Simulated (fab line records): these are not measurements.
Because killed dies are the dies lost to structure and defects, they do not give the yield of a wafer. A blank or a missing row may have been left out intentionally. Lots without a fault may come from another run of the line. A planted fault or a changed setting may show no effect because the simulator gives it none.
Split-lot study :: flow berkeley-cmos170 :: 5 lots, 27 wafers read, on a route of 331 steps

== THE SPLIT ITSELF ==
At UCB170_NWELL_CVD_04 (deposits Si3N4 from SiH2Cl2/NH3, target thk 224 nm, time 3360 s), the setting time-s was moved away from the recipe's 3360 s on 12 of the 27 wafers read, by +23.9% to +27.6%. For the rest of the wafers, this setting stayed at what the recipe calls for.

No step appears in the file between the split and the reading.

== THE READING ==
NWELL_NITRIDE_THK in nanometres, read at UCB170_NWELL_THK_MEAS_05. A value of 222.9 nm with a standard deviation of 1.9 nm is what fault-free wafers of this fab line usually give.

wafer: L075.1
tool, chamber at the split: -, -
time-s as run, s: 4163
against the recipe: +23.9%
NWELL_NITRIDE_THK, nm: 279.2
against lot-mates on the recipe: no lot-mate on the recipe

wafer: L075.2
tool, chamber at the split: -, -
time-s as run, s: 4163
against the recipe: +23.9%
NWELL_NITRIDE_THK, nm: 278.5
against lot-mates on the recipe: no lot-mate on the recipe

wafer: L075.3
tool, chamber at the split: -, -
time-s as run, s: 4163
against the recipe: +23.9%
NWELL_NITRIDE_THK, nm: 278.3
against lot-mates on the recipe: no lot-mate on the recipe

wafer: L075.4
tool, chamber at the split: -, -
time-s as run, s: 4163
against the recipe: +23.9%
NWELL_NITRIDE_THK, nm: 276.8
against lot-mates on the recipe: no lot-mate on the recipe

wafer: L075.5
tool, chamber at the split: -, -
time-s as run, s: 4163
against the recipe: +23.9%
NWELL_NITRIDE_THK, nm: 276.8
against lot-mates on the recipe: no lot-mate on the recipe

wafer: L075.6
tool, chamber at the split: -, -
time-s as run, s: 4163
against the recipe: +23.9%
NWELL_NITRIDE_THK, nm: 277.9
against lot-mates on the recipe: no lot-mate on the recipe

wafer: L078.1
tool, chamber at the split: -, -
time-s as run, s: 4287
against the recipe: +27.6%
NWELL_NITRIDE_THK, nm: 284.6
against lot-mates on the recipe: no lot-mate on the recipe

wafer: L078.2
tool, chamber at the split: -, -
time-s as run, s: 4287
against the recipe: +27.6%
NWELL_NITRIDE_THK, nm: 282.6
against lot-mates on the recipe: no lot-mate on the recipe

wafer: L078.3
tool, chamber at the split: -, -
time-s as run, s: 4287
against the recipe: +27.6%
NWELL_NITRIDE_THK, nm: 283.1
against lot-mates on the recipe: no lot-mate on the recipe

wafer: L078.4
tool, chamber at the split: -, -
time-s as run, s: 4287
against the recipe: +27.6%
NWELL_NITRIDE_THK, nm: 283.7
against lot-mates on the recipe: no lot-mate on the recipe

wafer: L078.5
tool, chamber at the split: -, -
time-s as run, s: 4287
against the recipe: +27.6%
NWELL_NITRIDE_THK, nm: 281.9
against lot-mates on the recipe: no lot-mate on the recipe

wafer: L078.6
tool, chamber at the split: -, -
time-s as run, s: 4287
against the recipe: +27.6%
NWELL_NITRIDE_THK, nm: 284.0
against lot-mates on the recipe: no lot-mate on the recipe

wafer: L079.1
tool, chamber at the split: -, -
time-s as run, s: 3360
against the recipe: recipe
NWELL_NITRIDE_THK, nm: 222.2
against lot-mates on the recipe: -

wafer: L079.2
tool, chamber at the split: -, -
time-s as run, s: 3360
against the recipe: recipe
NWELL_NITRIDE_THK, nm: 221.5
against lot-mates on the recipe: -

wafer: L079.3
tool, chamber at the split: -, -
time-s as run, s: 3360
against the recipe: recipe
NWELL_NITRIDE_THK, nm: 223.2
against lot-mates on the recipe: -

wafer: L079.4
tool, chamber at the split: -, -
time-s as run, s: 3360
against the recipe: recipe
NWELL_NITRIDE_THK, nm: 221.4
against lot-mates on the recipe: -

wafer: L079.5
tool, chamber at the split: -, -
time-s as run, s: 3360
against the recipe: recipe
NWELL_NITRIDE_THK, nm: 223.3
against lot-mates on the recipe: -

wafer: L079.6
tool, chamber at the split: -, -
time-s as run, s: 3360
against the recipe: recipe
NWELL_NITRIDE_THK, nm: 220.1
against lot-mates on the recipe: -

wafer: L082.1
tool, chamber at the split: lpcvd-01, 0
time-s as run, s: 3360
against the recipe: recipe
NWELL_NITRIDE_THK, nm: 220.6
against lot-mates on the recipe: -

wafer: L082.3
tool, chamber at the split: lpcvd-01, 0
time-s as run, s: 3360
against the recipe: recipe
NWELL_NITRIDE_THK, nm: 220.2
against lot-mates on the recipe: -

wafer: L082.5
tool, chamber at the split: lpcvd-01, 0
time-s as run, s: 3360
against the recipe: recipe
NWELL_NITRIDE_THK, nm: 221.7
against lot-mates on the recipe: -

wafer: L083.1
tool, chamber at the split: -, -
time-s as run, s: 3360
against the recipe: recipe
NWELL_NITRIDE_THK, nm: 224.2
against lot-mates on the recipe: -

wafer: L083.2
tool, chamber at the split: -, -
time-s as run, s: 3360
against the recipe: recipe
NWELL_NITRIDE_THK, nm: 226.3
against lot-mates on the recipe: -

wafer: L083.3
tool, chamber at the split: -, -
time-s as run, s: 3360
against the recipe: recipe
NWELL_NITRIDE_THK, nm: 224.8
against lot-mates on the recipe: -

wafer: L083.4
tool, chamber at the split: -, -
time-s as run, s: 3360
against the recipe: recipe
NWELL_NITRIDE_THK, nm: 225.1
against lot-mates on the recipe: -

wafer: L083.5
tool, chamber at the split: -, -
time-s as run, s: 3360
against the recipe: recipe
NWELL_NITRIDE_THK, nm: 226.0
against lot-mates on the recipe: -

wafer: L083.6
tool, chamber at the split: -, -
time-s as run, s: 3360
against the recipe: recipe
NWELL_NITRIDE_THK, nm: 223.7
against lot-mates on the recipe: -

FIT RESULTS
A straight line over all 27 wafers: NWELL_NITRIDE_THK changes by +2.23 nm for each +1% of time-s; r = +1.00; the points scatter about the line by 1.9 nm.
Too few moved wafers have a lot-mate on the recipe to fit a line with each lot's own level taken away.

== THE WHOLE CHAIN: every reading that the file lists as answering this split, in the file's order ==
step: UCB170_NWELL_CVD_04
what it does: deposits Si3N4 from SiH2Cl2/NH3, target thk 224 nm, time 3360 s
reading: Si3N4_of_NWELL_CVD_04.thk-nm (the simulator's own value, which no gauge read)
change (the file's fit): +2.23 nm for each +1% of the setting
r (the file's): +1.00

step: UCB170_NWELL_THK_MEAS_05
what it does: 
reading: NWELL_NITRIDE_THK
change (the file's fit): +2.23 for each +1% of the setting
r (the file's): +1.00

step: UCB170_NWELL_ETCH_13
what it does: etches Si3N4 in CH3F/Ar/O2, stops on SiO2, target depth 246.4 nm, time 154 s
reading: etch.depth-nm (the simulator's own value, which no gauge read)
change (the file's fit): +0.914 nm for each +1% of the setting
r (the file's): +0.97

== THE FILE'S OWN FIT ==
NWELL_NITRIDE_THK changes by +2.23 nm for each +1% of time-s, r = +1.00.
